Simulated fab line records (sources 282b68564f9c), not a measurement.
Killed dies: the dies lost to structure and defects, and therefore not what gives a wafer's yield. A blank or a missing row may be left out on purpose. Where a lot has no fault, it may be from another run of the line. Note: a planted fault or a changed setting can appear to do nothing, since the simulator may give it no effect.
Code-filled problem report in 8D (eight disciplines) form | flow rit-cmos | the parts of the form that need people (team, actions taken, sign-off) are left out

1. THE PROBLEM
On 3 wafers of 1 lot, run-length-s at RIT_PLDD_STRIP_09 has a mean of 72.1 s; fault-free wafers read 208.2 s, standard deviation 0.47. So: -99 or more standard deviations from the usual mean.
The step: strips in O2, time 180 s.
The first sign was on wafer L860.1 at day 4 22:00, on plasma-asher-02. The record has a number at this step for 39 wafers belonging to 13 lots. Rule for "out", or "out of limits": more than 4 standard deviations from the usual mean. The other wafers with a number count as sound.

2. WHAT IT IS, WHAT IT ISN'T
question                    | is                     | is not
which readings at this step | run-length-s           | drypump-motor-current-A
which lots                  | L860                   | L852, L853, L855, L856, L857, L858, L861, L864, L869, L871, L872, L874
which wafers of those lots  | all that have a number | -
read on which tools         | plasma-asher-02        | plasma-asher-01, plasma-asher-04
when                        | from day 4 22:00       | up to then (18 sound wafers); but 18 sound wafers of L861, L864, L869, L871, L872, L874 came after

3. WHAT RULES OUT EACH SUSPECT
Counting: any tool at a process step up to the reading is kept as a suspect provided that every lot that is out went through it and no sound lot did after the first of them.
- plasma-asher-02 at RIT_PLDD_STRIP_09 (strips in O2, time 180 s): ruled out as a lasting fault. Following L860 (day 4 22:00), the first lot on it that is out, the sound lots L871, L874 were run on it.
Left after counting: nothing in the record.

4. THE CAUSE (what the simulator had put in)
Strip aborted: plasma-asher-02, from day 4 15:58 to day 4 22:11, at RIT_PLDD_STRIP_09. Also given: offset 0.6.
Counting ruled it out, wrongly.

5. SEQUENCE OF EFFECTS, ordered by route
Each row: a reading whose mean over the struck wafers that have a number lies more than 3 standard deviations from the usual. Only readings for which the record gives a usual standard deviation are gone through. hours: the time from each lot's start at the first step in this table that gives one to its start at this step, as a median over the lots. sigmas: the change in usual standard deviations.
hours | step              | reading             | usual   | on struck wafers | change | sigmas
0     | RIT_PLDD_STRIP_09 | run-length-s        | 208.2 s | 72.1             | -136.1 | -99 or more
14    | RIT_M1_PROBE_99   | killed-at-front-end | 7       | 264              | +257   | +80
14    | RIT_M1_PROBE_99   | killed-dies         | 8       | 264              | +256   | +80
14    | RIT_M1_PROBE_99   | killed-on-rim       | 1.9     | 70.0             | +68.1  | +49
The process steps in it:
- RIT_PLDD_STRIP_09: strips in O2, time 180 s.
- RIT_M1_PROBE_99

6. WHAT WOULD HAVE CAUGHT IT SOONER
6 hours passed between the start of the fault at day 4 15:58 and the first reading out of limits in this record, taken at day 4 22:00.
